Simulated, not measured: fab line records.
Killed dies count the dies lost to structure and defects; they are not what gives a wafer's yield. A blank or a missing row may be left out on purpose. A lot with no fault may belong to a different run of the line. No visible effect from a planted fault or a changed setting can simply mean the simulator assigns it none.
fab line records -- flow berkeley-cmos170
[record] lots = 14, wafers = 42, last-day = 12
route steps=331 shown M1@250 M2@288 V2@308
lots that met no fault: from a run of the same line without faults
start-h: the number of hours between the record's first day and the start of the first shown wafer of the lot -- wait-h: hours elapsed since this lot's preceding step -- " the same as in the row above -- L1.1+2: a single row standing in for several wafers -- - no value present, or no start provided -- * or withheld: withheld -- < > ~ a bound
route shown NAME@n: a module of which the file shows steps, and the number in the route of the first -- usual: average and standard deviation across the fault-free wafers -- same: alike in all rows -- chamber/n: place in a boat -- sites: readings site by site -- _std_site: standard deviation of those values -- _edge_site: outer sites' mean less inner sites' -- radius-mm: how far each site lies from the wafer's centre -- mask NAME#n: copy n -- behind: tool/chamber where the wafer was last shaped -- hold: what put the lot on hold/how long, in hours/how the hold closed -- device: whichever transistor did not switch (one of n, p or np) -- end of line: the tests these same wafers got at the end of their route -- for a step that has no rows: nothing shown but its recipe -- killed: the dies lost at the first sort to structure and to defects; this is not the yield of the wafer -- map: dies across one wafer; x = killed, . = not, _ = none there
set.NAME: the setting that was run; set.NAME@STEP: the one run at that earlier step -- model.NAME: the simulator's own value behind a step, which no gauge read
the route's steps for a sample of lots (tables are steps, rows are wafers)
services: a tool's chamber out of use, with start hour (start-h, from the record's first day; less than 0 if before it), hours out, and reason
[[steps]]
[step UCB170_M1_METAL_ETCH_12]
[recipe] chemistry = Cl2/BCl3, target = Al, stop-on = PSG, pressure-mtorr = 12, target-depth-a = 7800, over-etch-frac = 0.3, time-s = 130, icp-w = 600, bias-w = 120, Cl2_flow_sccm = 90, bcl3-flow-sccm = 45
[usual] bcl3-flow-sccm = 45.00/0.12, bias-w = 120.1/0.4, drypump-motor-current-A = 5.8/0.57, oes-product-au = 0.859/0.014, throttle-valve-pct = 24.19/0.11
lot.wafer,tool,chamber,start-h,wait-h,bcl3-flow-sccm,bias-w,drypump-motor-current-A,oes-product-au,rf-hours-counter-h,throttle-valve-pct
L282.1,rie-metal-03,1,148.48,-,45.01,119.3,6.0,0.875,4.2,24.10
L282.3,rie-metal-03,1,148.48,-,44.96,119.5,6.1,0.886,-,24.11
L282.4,rie-metal-03,0,148.48,-,45.05,120.4,6.1,0.852,-,24.08
L283.1,rie-metal-02,0,149.35,-,45.00,120.2,6.3,0.855,4.8,24.23
L283.3,rie-metal-02,0,149.35,-,44.93,120.1,6.3,0.854,-,24.24
L283.6,rie-metal-02,1,149.35,-,45.14,120.0,4.9,0.857,-,24.32
L285.1,rie-metal-03,0,160.65,-,44.68,120.4,6.1,0.866,9.1,24.09
L285.4,rie-metal-03,0,160.65,-,44.92,120.5,6.1,0.858,-,24.08
L285.6,rie-metal-03,1,160.65,-,44.92,120.2,6.0,0.884,-,24.09
L286.1,rie-metal-02,1,160.70,-,45.09,120.1,4.9,0.869,9.1,24.33
L286.2,rie-metal-02,0,160.70,-,45.11,120.8,6.3,0.859,5.2,24.25
L286.5,rie-metal-02,0,160.70,-,45.15,121.2,6.4,0.856,-,24.24
L284.2,rie-metal-01,0,160.97,-,44.95,120.0,4.8,0.836,12.1,24.38
L284.5,rie-metal-01,0,160.97,-,44.99,120.0,4.8,0.829,-,24.41
L284.6,rie-metal-01,1,160.97,-,45.09,120.3,5.8,0.862,-,24.11
L289.2,rie-metal-02,0,180.41,-,-,-,-,-,-,-
L289.5,rie-metal-02,1,180.41,-,-,-,-,-,-,-
L289.6,rie-metal-02,0,180.41,-,-,-,-,-,-,-
L291.1,rie-metal-01,1,190.28,-,-,-,-,-,-,-
L291.4,rie-metal-01,1,190.28,-,-,-,-,-,-,-
L291.6,rie-metal-01,1,190.28,-,-,-,-,-,-,-
L293.1,rie-metal-01,0,202.42,-,45.14,119.4,4.8,0.831,13.4,24.37
L293.2,rie-metal-01,1,202.42,-,45.11,119.4,5.8,0.860,7.2,24.12
L293.3,rie-metal-01,1,202.42,-,44.94,120.1,5.8,0.849,-,24.13
L296.2,rie-metal-02,0,218.16,-,45.12,120.0,6.3,0.853,6.4,24.27
L296.4,rie-metal-02,1,218.16,-,44.93,119.9,4.9,0.854,-,24.33
L296.6,rie-metal-02,1,218.16,-,44.80,120.4,4.9,0.855,-,24.32
L298.3,rie-metal-03,1,233.19,-,44.91,120.9,6.0,0.873,-,24.09
L298.5,rie-metal-03,0,233.19,-,44.92,120.2,6.1,0.847,-,24.09
L298.6,rie-metal-03,1,233.19,-,45.02,120.4,6.0,0.865,-,24.10
L299.2,rie-metal-02,1,242.56,-,45.25,119.1,4.9,0.852,11.0,24.32
L299.4,rie-metal-02,1,242.56,-,45.10,120.0,4.9,0.868,-,24.32
L299.6,rie-metal-02,0,242.56,-,45.14,119.7,6.4,0.861,-,24.26
L301.1,rie-metal-02,1,248.64,-,45.00,119.9,4.9,0.859,11.1,24.31
L301.3,rie-metal-02,1,248.64,-,44.98,120.1,4.9,0.860,-,24.31
L301.5,rie-metal-02,0,248.64,-,45.10,119.8,6.4,0.856,-,24.24
L302.1,rie-metal-03,1,249.03,-,44.98,120.1,6.0,0.880,6.8,24.09
L302.2,rie-metal-03,0,249.03,-,44.89,120.1,6.1,0.845,11.3,24.07
L302.6,rie-metal-03,0,249.03,-,45.00,120.3,6.1,0.844,-,24.10
L303.2,rie-metal-01,1,266.32,-,44.98,120.9,5.8,0.853,9.0,24.12
L303.4,rie-metal-01,1,266.32,-,44.94,120.2,5.8,0.861,-,24.12
L303.5,rie-metal-01,0,266.32,-,44.90,119.7,4.8,0.840,-,24.38
[step UCB170_M1_CD_MEAS_90]
[recipe] target-cd-nm = 700
[usual] cd-nm = 700.7/2.3
lot.wafer,tool,chamber,start-h,wait-h,cd-nm
L282.1,cd-sem-02,-,148.71,0.1,700.5
L282.3,cd-sem-02,-,148.71,0.1,701.5
L282.4,cd-sem-02,-,148.71,0.1,699.7
L283.1,cd-sem-02,-,149.63,0.1,700.5
L283.3,cd-sem-02,-,149.63,0.1,699.6
L283.6,cd-sem-02,-,149.63,0.1,702.3
L285.1,cd-sem-01,-,160.91,0.1,701.7
L285.4,cd-sem-01,-,160.91,0.1,700.9
L285.6,cd-sem-01,-,160.91,0.1,700.5
L286.1,cd-sem-02,-,161.02,0.2,703.1
L286.2,cd-sem-02,-,161.02,0.2,704.6
L286.5,cd-sem-02,-,161.02,0.2,702.2
L284.2,cd-sem-02,-,161.23,0.1,697.3
L284.5,cd-sem-02,-,161.23,0.1,698.0
L284.6,cd-sem-02,-,161.23,0.1,698.7
L289.2,cd-sem-01,-,180.66,0.1,-
L289.5,cd-sem-01,-,180.66,0.1,-
L289.6,cd-sem-01,-,180.66,0.1,-
L291.1,cd-sem-02,-,190.51,0.1,-
L291.4,cd-sem-02,-,190.51,0.1,-
L291.6,cd-sem-02,-,190.51,0.1,-
L293.1,cd-sem-01,-,202.65,0.1,697.8
L293.2,cd-sem-01,-,202.65,0.1,702.5
L293.3,cd-sem-01,-,202.65,0.1,703.4
L296.2,cd-sem-02,-,218.42,0.1,700.6
L296.4,cd-sem-02,-,218.42,0.1,699.8
L296.6,cd-sem-02,-,218.42,0.1,699.9
L298.3,cd-sem-02,-,233.42,0.1,700.0
L298.5,cd-sem-02,-,233.42,0.1,701.8
L298.6,cd-sem-02,-,233.42,0.1,700.2
L299.2,cd-sem-02,-,242.93,0.2,704.6
L299.4,cd-sem-02,-,242.93,0.2,703.8
L299.6,cd-sem-02,-,242.93,0.2,703.3
L301.1,cd-sem-01,-,248.87,0.1,700.5
L301.3,cd-sem-01,-,248.87,0.1,702.5
L301.5,cd-sem-01,-,248.87,0.1,700.3
L302.1,cd-sem-02,-,249.26,0.1,697.5
L302.2,cd-sem-02,-,249.26,0.1,695.4
L302.6,cd-sem-02,-,249.26,0.1,695.4
L303.2,cd-sem-02,-,266.57,0.1,702.7
L303.4,cd-sem-02,-,266.57,0.1,702.2
L303.5,cd-sem-02,-,266.57,0.1,702.1
[step UCB170_M2_ETCH_17]
[recipe] chemistry = N2/H2, target-depth-a = withheld, overetch-a = withheld, target = BARC, time-s = withheld, source-w = 500, bias-w = 100, pressure-mtorr = 30, n2-flow-sccm = 100, h2-flow-sccm = 200
[usual] bias-w = 99.99/0.3, chamber-pressure-mTorr = 30.00/0.037, drypump-motor-current-A = 5.7/0.56, oes-product-au = 1.000/0.019, throttle-valve-pct = 13.26/0.18
lot.wafer,tool,chamber,start-h,wait-h,bias-w,chamber-pressure-mTorr,drypump-motor-current-A,oes-product-au,throttle-valve-pct
L282.1,rie-diel-02,3,157.62,0.0,100.36,29.99,5.8,1.014,13.28
L282.3,rie-diel-02,0,157.62,0.0,100.00,30.02,5.8,1.032,13.10
L282.4,rie-diel-02,1,157.62,0.0,100.43,30.03,5.6,0.957,13.00
L283.1,rie-diel-03,1,157.90,0.0,100.28,30.03,5.9,0.978,13.40
L283.3,rie-diel-03,3,157.90,0.0,100.18,29.69,4.8,0.996,13.28
L283.6,rie-diel-03,1,157.90,0.0,100.17,29.99,5.9,0.968,13.41
L285.1,rie-diel-01,1,171.44,0.0,99.86,29.99,6.7,1.017,13.16
L285.4,rie-diel-01,2,171.44,0.0,99.71,30.00,5.3,1.010,13.22
L285.6,rie-diel-01,0,171.44,0.0,100.02,29.94,5.3,0.975,13.34
L286.1,rie-diel-02,2,171.57,0.0,99.61,29.96,5.8,0.998,12.97
L286.2,rie-diel-02,1,171.57,0.0,99.80,29.95,5.6,0.960,13.00
L286.5,rie-diel-02,3,171.57,0.0,99.87,29.98,5.8,1.026,13.27
L284.2,rie-diel-03,3,172.19,0.0,100.25,30.01,4.8,1.005,13.26
L284.5,rie-diel-03,3,172.19,0.0,100.10,29.97,4.8,1.016,13.28
L284.6,rie-diel-03,2,172.19,0.0,100.12,29.99,6.3,0.999,13.55
L293.1,rie-diel-02,0,211.80,0.0,99.66,29.96,5.8,1.021,13.11
L293.2,rie-diel-02,2,211.80,0.0,99.60,29.96,5.8,0.998,12.97
L293.3,rie-diel-02,1,211.80,0.0,99.67,29.99,5.6,0.960,13.01
L296.2,rie-diel-03,1,231.78,0.0,99.46,30.03,5.9,0.989,13.47
L296.4,rie-diel-03,2,231.78,0.0,100.43,29.97,6.3,0.989,13.55
L296.6,rie-diel-03,1,231.78,0.0,100.43,30.01,6.0,0.997,13.47
L298.3,rie-diel-02,0,242.94,0.0,99.72,29.98,5.8,1.022,13.11
L298.5,rie-diel-02,2,242.94,0.0,99.73,30.01,5.9,1.009,12.96
L298.6,rie-diel-02,1,242.94,0.0,99.85,30.00,5.6,0.955,13.00
L299.2,rie-diel-03,3,253.89,0.0,100.33,30.00,4.8,0.996,13.28
L299.4,rie-diel-03,3,253.89,0.0,100.32,29.97,4.8,1.013,13.28
L299.6,rie-diel-03,0,253.89,0.0,99.79,30.01,5.1,1.003,13.14
L301.1,rie-diel-03,0,265.69,0.0,100.45,30.04,5.1,1.008,13.13
L301.3,rie-diel-03,1,265.69,0.0,99.70,30.06,6.0,0.994,13.47
L301.5,rie-diel-03,3,265.69,0.0,100.08,30.05,4.8,1.008,13.30
L302.1,rie-diel-02,3,266.00,0.0,99.90,30.00,5.8,1.001,13.25
L302.2,rie-diel-02,0,266.00,0.0,100.08,30.03,5.8,1.024,13.12
L302.6,rie-diel-02,3,266.00,0.0,99.78,29.99,5.8,1.008,13.27
L303.2,rie-diel-01,2,276.08,0.0,100.56,29.98,5.3,1.012,13.19
L303.4,rie-diel-01,1,276.08,0.0,99.85,30.01,6.7,1.033,13.15
L303.5,rie-diel-01,1,276.08,0.0,100.41,30.04,6.7,1.023,13.13
[step UCB170_V2_CD_MEAS_90]
[recipe] target-cd-nm = 700
[usual] cd-nm = 699.5/1.5
lot.wafer,tool,chamber,start-h,wait-h,cd-nm
L282.1,cd-sem-02,-,160.62,0.1,702.6
L282.3,cd-sem-02,-,160.62,0.1,697.8
L282.4,cd-sem-02,-,160.62,0.1,700.1
L283.1,cd-sem-01,-,161.07,0.1,698.5
L283.3,cd-sem-01,-,161.07,0.1,700.0
L283.6,cd-sem-01,-,161.07,0.1,700.2
L285.1,cd-sem-02,-,174.14,0.1,697.7
L285.4,cd-sem-02,-,174.14,0.1,699.9
L285.6,cd-sem-02,-,174.14,0.1,697.5
L286.1,cd-sem-01,-,174.83,0.1,699.2
L286.2,cd-sem-01,-,174.83,0.1,698.6
L286.5,cd-sem-01,-,174.83,0.1,699.3
L284.2,cd-sem-01,-,175.97,0.1,701.3
L284.5,cd-sem-01,-,175.97,0.1,700.4
L284.6,cd-sem-01,-,175.97,0.1,700.1
L293.1,cd-sem-02,-,214.54,0.1,700.4
L293.2,cd-sem-02,-,214.54,0.1,701.5
L293.3,cd-sem-02,-,214.54,0.1,702.1
L296.2,cd-sem-02,-,234.43,0.1,699.2
L296.4,cd-sem-02,-,234.43,0.1,701.0
L296.6,cd-sem-02,-,234.43,0.1,700.3
L298.3,cd-sem-01,-,245.71,0.1,697.6
L298.5,cd-sem-01,-,245.71,0.1,698.0
L298.6,cd-sem-01,-,245.71,0.1,698.0
L299.2,cd-sem-02,-,256.74,0.1,699.4
L299.4,cd-sem-02,-,256.74,0.1,697.6
L299.6,cd-sem-02,-,256.74,0.1,698.5
L301.1,cd-sem-02,-,268.49,0.1,700.4
L301.3,cd-sem-02,-,268.49,0.1,698.4
L301.5,cd-sem-02,-,268.49,0.1,697.8
L302.1,cd-sem-01,-,268.70,0.1,698.2
L302.2,cd-sem-01,-,268.70,0.1,698.7
L302.6,cd-sem-01,-,268.70,0.1,699.4
L303.2,cd-sem-01,-,279.13,0.1,700.3
L303.4,cd-sem-01,-,279.13,0.1,701.0
L303.5,cd-sem-01,-,279.13,0.1,701.9
[[services]]
tool,chamber,start-h,hours,kind
rie-diel-02,2,127.36,4.1,repair
rie-diel-03,0,128.71,12.0,repair
rie-diel-03,1,165.41,8.2,repair
rie-diel-03,0,167.75,7.6,repair
rie-diel-03,1,175.39,-,clean
rie-diel-03,1,175.39,19.2,scheduled-down
rie-diel-03,1,175.39,19.2,vent-cycle
rie-diel-02,3,176.94,2.9,repair
rie-diel-02,1,222.92,5.3,repair
rie-diel-01,2,228.55,4.9,repair
rie-diel-03,1,252.99,1.6,repair
rie-metal-02,-,266.16,10.0,pm
[[key]]
[first-sign] step = UCB170_M1_METAL_ETCH_12, reading = tool-record, direction = missing
[effect] step = UCB170_M1_CD_MEAS_90, reading = cd-nm, direction = missing
met-at UCB170_M1_METAL_ETCH_12
struck-lots L289,L291
later-rows-left-out L289.2,L289.5,L289.6,L291.1,L291.4,L291.6
sort-left-out L289.2,L289.5,L289.6,L291.1,L291.4,L291.6
not-acting-at UCB170_M2_ETCH_17,UCB170_V2_CD_MEAS_90
onset-between 160.97 180.41
[fault] kind = skipped-step-whole, tool = rie-metal-01,rie-metal-02, chamber = -, onset-h = 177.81, steps = UCB170_M1_METAL_ETCH_12, scope = struck-lots-only
// sort-left-out: the simulated sort isn't trusted on such a fault, so these wafers' sort isn't shown, and their yield isn't known
// later-rows-left-out: the simulator's readings of these wafers behind a module that went badly wrong aren't trusted and aren't shown, but for the sort
